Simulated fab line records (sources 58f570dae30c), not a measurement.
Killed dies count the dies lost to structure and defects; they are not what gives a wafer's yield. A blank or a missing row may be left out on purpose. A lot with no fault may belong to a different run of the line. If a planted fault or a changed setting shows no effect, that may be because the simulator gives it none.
The same fault as seen by 2 desks	flow berkeley_cmos170	each desk has only its own numbers; what lay behind them comes last

== FROM THE METROLOGY DESK ==
Means of the sampled wafers that have a number, per lot and without regard to the tool the lot ran on: this is what the gauges read. If a lot's mean is further than 4 standard deviations from the usual mean, the lot is out of limits and carries the mark OUT (the distance appears in the brackets).
Columns: A = cd_nm at UCB170_CONTACT_CD_MEAS_15, usual 700.0 nm; B = CONTACT_OVL at UCB170_CONTACT_OVL_MEAS_16, usual 1 nm; C = cd_nm at UCB170_CONTACT_CD_MEAS_90, usual 699.7 nm; D = M1_AL_RS at UCB170_M1_RS_MEAS_01, usual 0.0485 ohm/sq; E = M1_AL_THK at UCB170_M1_THK_MEAS_02, usual 585 nm
lot	first seen here	A	B	C	D	E
L110	day 8 18:58	700.5	4	699.9	0.0488	585
L108	day 8 20:31	703.1	-1	702.4	0.0477	596
L114	day 9 20:49	700.2	-9	699.4	0.0532 (+6.2) OUT	537 (-5.3) OUT
L117	day 10 05:05	700.5	1	699.9	0.0520 (+4.6) OUT	547 (-4.2) OUT
L119	day 10 17:46	697.2	-7	697.7	0.0485	588
L125	day 12 13:13	700.0	-3	698.1	0.0488	583
This desk's finding: out of limits on L114, L117; first on L114, day 9 21:35 (M1_AL_RS at UCB170_M1_RS_MEAS_01). L110, L108, L119, L125 stayed within limits.

== FOR THE TOOL OWNER'S DESK: pvd_sputter-04 ==
The tool's own readings at UCB170_M1_SPUTTER_00 (material Al, target thk 600 nm, time 80 s): means of the sampled wafers that have a number, for each lot that ran on this tool. If a lot's mean is further than 4 standard deviations from the usual mean, the lot is out of limits and carries the mark OUT (the distance appears in the brackets).
Columns: A = throttle_valve_pct at UCB170_M1_SPUTTER_00, usual 29.9 %
lot	first seen here	A
L110	day 8 19:40	29.2
L114	day 9 21:32	29.9
L117	day 10 05:50	29.7
This desk's verdict: no lot among the 3 shows anything out of limits.

== PUT TOGETHER ==
At day 9 21:35 the metrology desk could have sounded an alarm, on L114, L117.
The desk of the tool owner found nothing out of limits.
On record at the tool owner's desk: L114, L117, within its limits.
On pvd_sputter-04, each named lot ran UCB170_M1_SPUTTER_00.

== WHAT HAD BEEN PUT IN BY THE SIMULATOR ==
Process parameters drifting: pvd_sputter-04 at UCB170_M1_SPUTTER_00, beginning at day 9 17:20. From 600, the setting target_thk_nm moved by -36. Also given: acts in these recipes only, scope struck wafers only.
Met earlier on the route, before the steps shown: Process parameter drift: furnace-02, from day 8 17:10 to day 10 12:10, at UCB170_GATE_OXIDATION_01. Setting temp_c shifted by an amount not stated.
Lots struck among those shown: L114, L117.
Delay in hours, fault start to first out-of-limits reading, per desk: metrology desk 4.
